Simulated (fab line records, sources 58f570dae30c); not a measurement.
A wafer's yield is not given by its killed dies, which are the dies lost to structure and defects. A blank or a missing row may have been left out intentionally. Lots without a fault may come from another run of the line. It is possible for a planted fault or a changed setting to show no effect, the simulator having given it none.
Matching of chambers + flow berkeley-cmos170 + rie-diel-04 running UCB170_PWELL_ETCH_14: 4 sister chambers
The step etches Si3N4 in CH3F/Ar/O2, stops on SiO2, target depth 242 nm, time 151 s. 18 wafers are shown with their chamber, then 9 later ones without.

== EACH WAFER AND ITS CHAMBER ==
| wafer  | chamber | drypump-motor-current-A (A) | throttle-valve-pct (%) | oes-product-au (a.u.) |
|--------|---------|-----------------------------|------------------------|-----------------------|
| L076.3 | 1       | 6.3                         | 8.01                   | 0.930                 |
| L076.4 | 2       | 6.2                         | 7.88                   | 0.949                 |
| L076.6 | 3       | 5.9                         | 8.01                   | 0.932                 |
| L078.1 | 2       | 6.2                         | 7.88                   | 0.953                 |
| L078.2 | 0       | 5.8                         | 7.96                   | 0.939                 |
| L078.4 | 1       | 6.3                         | 8.02                   | 0.934                 |
| L080.2 | 3       | 5.9                         | 8.01                   | 0.924                 |
| L080.4 | 0       | 5.8                         | 7.94                   | 0.940                 |
| L080.6 | 1       | 6.3                         | 8.00                   | 0.930                 |
| L082.1 | 0       | 5.8                         | 7.95                   | 0.930                 |
| L082.4 | 3       | 5.9                         | 7.99                   | 0.931                 |
| L082.6 | 2       | 6.1                         | 7.89                   | 0.953                 |
| L084.2 | 3       | 6.0                         | 8.02                   | 0.931                 |
| L084.4 | 2       | 6.1                         | 7.90                   | 0.947                 |
| L084.6 | 2       | 6.2                         | 7.89                   | 0.955                 |
| L089.3 | 0       | 5.8                         | 7.96                   | 0.944                 |
| L089.4 | 3       | 5.9                         | 8.02                   | 0.935                 |
| L089.6 | 1       | 6.3                         | 8.02                   | 0.939                 |

SIGNATURES (means of the wafers above)
| reading                 | chamber 0 | chamber 1 | chamber 2 | chamber 3 | scatter within a chamber |
|-------------------------|-----------|-----------|-----------|-----------|--------------------------|
| drypump-motor-current-A | 5.800     | 6.300     | 6.160     | 5.920     | 0.0378                   |
| throttle-valve-pct      | 7.9525    | 8.0125    | 7.8880    | 8.0100    | 0.0101                   |
| oes-product-au          | 0.93825   | 0.93325   | 0.95140   | 0.93060   | 0.00437                  |
Rule: for each reading, subtract the chamber's mean from the wafer's reading, divide by that reading's scatter and square the result; add these up over the readings and take the root, which gives the wafer's distance from the chamber. The wafer belongs to the nearest chamber; if the next one is less than 2 further off, it can't be placed. How the scatter is found: for the shown wafers, subtract from each reading the mean of its chamber, square and add these, divide the total by (wafers less chambers), then take the root.

== WAFERS WITHOUT THEIR CHAMBER ==
| wafer  | drypump-motor-current-A (A) | throttle-valve-pct (%) | oes-product-au (a.u.) |
|--------|-----------------------------|------------------------|-----------------------|
| L093.1 | 5.8                         | 7.96                   | 0.947                 |
| L093.3 | 6.3                         | 8.00                   | 0.939                 |
| L093.5 | 6.3                         | 8.00                   | 0.939                 |
| L097.1 | 6.3                         | 8.01                   | 0.934                 |
| L097.2 | 5.9                         | 8.00                   | 0.929                 |
| L097.3 | 6.1                         | 7.89                   | 0.953                 |
| L097.4 | 5.8                         | 7.95                   | 0.946                 |
| L097.5 | 6.3                         | 8.00                   | 0.934                 |
| L097.6 | 6.1                         | 7.88                   | 0.951                 |

== EACH ONE'S CHAMBER ==
| wafer  | from the rows above | in truth |
|--------|---------------------|----------|
| L093.1 | 0                   | 0        |
| L093.3 | 1                   | 1        |
| L093.5 | 1                   | 1        |
| L097.1 | 1                   | 1        |
| L097.2 | 3                   | 3        |
| L097.3 | 2                   | 2        |
| L097.4 | 0                   | 0        |
| L097.5 | 1                   | 1        |
| L097.6 | 2                   | 2        |
9 of 9 placed correctly. Not placeable from these rows: 0. Wrongly placed: 0.
